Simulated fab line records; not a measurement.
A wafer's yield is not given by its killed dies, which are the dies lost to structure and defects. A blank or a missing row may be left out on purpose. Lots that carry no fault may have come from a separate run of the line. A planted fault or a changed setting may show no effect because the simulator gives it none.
Which tool is to blame? / flow rit_cmos / 45 wafers from 15 lots sampled at 3 of the route's 202 steps

WHAT THE GAUGES SHOWED, per wafer
RIT_ACTIVE_THK_MEAS_02. Usual: for ACTIVE_OXIDE_THK the level is 48.1 nm and the standard deviation is 0.81.
lot=L920; measured=day 1 17:04; on=film_metro-03; ACTIVE_OXIDE_THK (nm)=48.8 47.7 48.0; flag=
lot=L921; measured=day 1 22:03; on=film_metro-02; ACTIVE_OXIDE_THK (nm)=47.3 46.0 47.4; flag=
lot=L922; measured=day 2 03:03; on=film_metro-02; ACTIVE_OXIDE_THK (nm)=48.9 48.6 49.4; flag=
lot=L923; measured=day 2 08:05; on=film_metro-02; ACTIVE_OXIDE_THK (nm)=49.2 48.5 49.2; flag=
lot=L926; measured=day 2 23:03; on=film_metro-02; ACTIVE_OXIDE_THK (nm)=46.4 47.2 47.3; flag=
lot=L927; measured=day 3 04:04; on=film_metro-02; ACTIVE_OXIDE_THK (nm)=47.9 48.2 48.3; flag=
lot=L928; measured=day 3 09:24; on=film_metro-02; ACTIVE_OXIDE_THK (nm)=48.7 48.8 48.4; flag=
lot=L929; measured=day 3 14:03; on=film_metro-04; ACTIVE_OXIDE_THK (nm)=47.6 48.2 47.6; flag=
lot=L934; measured=day 4 15:04; on=film_metro-04; ACTIVE_OXIDE_THK (nm)=38.2 38.5 38.3; flag=OFF
lot=L936; measured=day 5 01:13; on=film_metro-03; ACTIVE_OXIDE_THK (nm)=37.4 37.0 36.6; flag=OFF
lot=L937; measured=day 5 06:05; on=film_metro-04; ACTIVE_OXIDE_THK (nm)=37.1 36.7 36.1; flag=OFF
lot=L938; measured=day 5 11:04; on=film_metro-03; ACTIVE_OXIDE_THK (nm)=47.7 47.5 46.8; flag=
lot=L939; measured=day 5 16:03; on=film_metro-04; ACTIVE_OXIDE_THK (nm)=48.4 48.6 48.8; flag=
lot=L940; measured=day 5 22:26; on=film_metro-04; ACTIVE_OXIDE_THK (nm)=48.4 48.8 48.7; flag=
lot=L942; measured=day 6 07:04; on=film_metro-02; ACTIVE_OXIDE_THK (nm)=48.9 49.1 48.9; flag=

RIT_NWELL_OVL_MEAS_06. Usual: for NWELL_OVL the level is 0.9 nm and the standard deviation is 1.2.
lot=L920; measured=day 2 02:34; on=overlay-01; NWELL_OVL (nm)=2.9 2.9 2.2; flag=
lot=L921; measured=day 2 06:47; on=overlay-01; NWELL_OVL (nm)=-0.4 0.2 0.9; flag=
lot=L922; measured=day 2 11:32; on=overlay-02; NWELL_OVL (nm)=1.1 1.1 -0.8; flag=
lot=L923; measured=day 2 16:19; on=overlay-01; NWELL_OVL (nm)=1.8 0.7 0.9; flag=
lot=L926; measured=day 3 07:16; on=overlay-02; NWELL_OVL (nm)=1.6 2.6 1.0; flag=
lot=L927; measured=day 3 12:48; on=overlay-02; NWELL_OVL (nm)=1.8 1.6 1.0; flag=
lot=L928; measured=day 3 17:41; on=overlay-01; NWELL_OVL (nm)=-1.3 -0.9 -0.8; flag=
lot=L929; measured=day 3 23:10; on=overlay-02; NWELL_OVL (nm)=2.8 1.5 2.5; flag=
lot=L934; measured=day 4 23:55; on=overlay-02; NWELL_OVL (nm)=-0.8 -1.4 0.2; flag=
lot=L936; measured=day 5 11:02; on=overlay-01; NWELL_OVL (nm)=1.0 1.2 1.3; flag=
lot=L937; measured=day 5 15:08; on=overlay-02; NWELL_OVL (nm)=3.5 2.3 2.8; flag=
lot=L938; measured=day 5 19:09; on=overlay-02; NWELL_OVL (nm)=1.3 1.5 2.0; flag=
lot=L939; measured=day 6 00:20; on=overlay-02; NWELL_OVL (nm)=0.9 1.3 -0.1; flag=
lot=L940; measured=day 6 06:48; on=overlay-01; NWELL_OVL (nm)=1.0 1.5 0.9; flag=
lot=L942; measured=day 6 16:56; on=overlay-02; NWELL_OVL (nm)=0.3 1.9 3.1; flag=

TOOL THAT RAN EACH LOT (tool first, then ch and the chambers of the sampled wafers, then the start)
lot=L920; RIT_ACTIVE_OXIDATION_01=furnace-03 ch 0, day 1 15:07
lot=L921; RIT_ACTIVE_OXIDATION_01=furnace-03 ch 0, day 1 20:07
lot=L922; RIT_ACTIVE_OXIDATION_01=furnace-02 ch 0, day 2 01:07
lot=L923; RIT_ACTIVE_OXIDATION_01=furnace-03 ch 0, day 2 06:07
lot=L926; RIT_ACTIVE_OXIDATION_01=furnace-04 ch 0, day 2 21:07
lot=L927; RIT_ACTIVE_OXIDATION_01=furnace-03 ch 0, day 3 02:07
lot=L928; RIT_ACTIVE_OXIDATION_01=furnace-02 ch 0, day 3 07:28
lot=L929; RIT_ACTIVE_OXIDATION_01=furnace-03 ch 0, day 3 12:07
lot=L934; RIT_ACTIVE_OXIDATION_01=furnace-02 ch 0, day 4 13:07
lot=L936; RIT_ACTIVE_OXIDATION_01=furnace-02 ch 0, day 4 23:16
lot=L937; RIT_ACTIVE_OXIDATION_01=furnace-02 ch 0, day 5 04:07
lot=L938; RIT_ACTIVE_OXIDATION_01=furnace-04 ch 0, day 5 09:07
lot=L939; RIT_ACTIVE_OXIDATION_01=furnace-03 ch 0, day 5 14:07
lot=L940; RIT_ACTIVE_OXIDATION_01=furnace-04 ch 0, day 5 20:31
lot=L942; RIT_ACTIVE_OXIDATION_01=furnace-04 ch 0, day 6 05:07
- RIT_ACTIVE_OXIDATION_01: target thk 46.8 nm, ox time 3360 s.

AS READ BY THE TOOLS THEMSELVES (means over the sampled wafers that have a number; for cases with no such wafer, the mark the record gives instead)
RIT_ACTIVE_OXIDATION_01. Usual: spike_tc_centre_C at 1005.3 C, with a standard deviation of 1.5.
lot=L920; tool=furnace-03; spike_tc_centre_C (C)=1005.1; flag=
lot=L921; tool=furnace-03; spike_tc_centre_C (C)=1004.1; flag=
lot=L922; tool=furnace-02; spike_tc_centre_C (C)=1006.6; flag=
lot=L923; tool=furnace-03; spike_tc_centre_C (C)=1004.9; flag=
lot=L926; tool=furnace-04; spike_tc_centre_C (C)=1003.4; flag=
lot=L927; tool=furnace-03; spike_tc_centre_C (C)=1005.5; flag=
lot=L928; tool=furnace-02; spike_tc_centre_C (C)=1007.3; flag=
lot=L929; tool=furnace-03; spike_tc_centre_C (C)=1003.7; flag=
lot=L934; tool=furnace-02; spike_tc_centre_C (C)=1007.2; flag=
lot=L936; tool=furnace-02; spike_tc_centre_C (C)=1006.9; flag=
lot=L937; tool=furnace-02; spike_tc_centre_C (C)=1007.5; flag=
lot=L938; tool=furnace-04; spike_tc_centre_C (C)=1003.9; flag=
lot=L939; tool=furnace-03; spike_tc_centre_C (C)=1005.0; flag=
lot=L940; tool=furnace-04; spike_tc_centre_C (C)=1005.0; flag=
lot=L942; tool=furnace-04; spike_tc_centre_C (C)=1004.6; flag=

THE ANSWER, worked out from the rows above alone
Rule: lot off if the mean of its wafers having a number is beyond 3 standard deviations from the usual mean. Also off: a lot with no number at a reading for which 4 or more lots have one. Where the step has rows for the other lots, those lots are counted as sound. After the gauges, taken in route order, come the tools' own readings; for these a lot's mean is taken, as printed above. At the first step where some lot is off, the reading lying furthest off is the one used; lots without a number count as furthest.
Off: at RIT_ACTIVE_THK_MEAS_02 (ACTIVE_OXIDE_THK), L934, L936, L937.
If a tool, at a process step before that reading, ran all the lots that are off and no sound lot after the first of them, it fits. Gauges at RIT_ACTIVE_THK_MEAS_02: tried the same way as those tools. One fits: RIT_ACTIVE_OXIDATION_01 on furnace-02. A fault onset in the window from L928 (day 3 07:28, its last sound lot) to L934 (day 4 13:07, its first lot off) fits.

WHAT HAD BEEN PUT IN BY THE SIMULATOR
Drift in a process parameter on furnace-02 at RIT_ACTIVE_OXIDATION_01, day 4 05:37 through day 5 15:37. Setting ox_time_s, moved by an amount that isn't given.
Struck lots among those shown: L934, L936, L937. The rule above found the same.
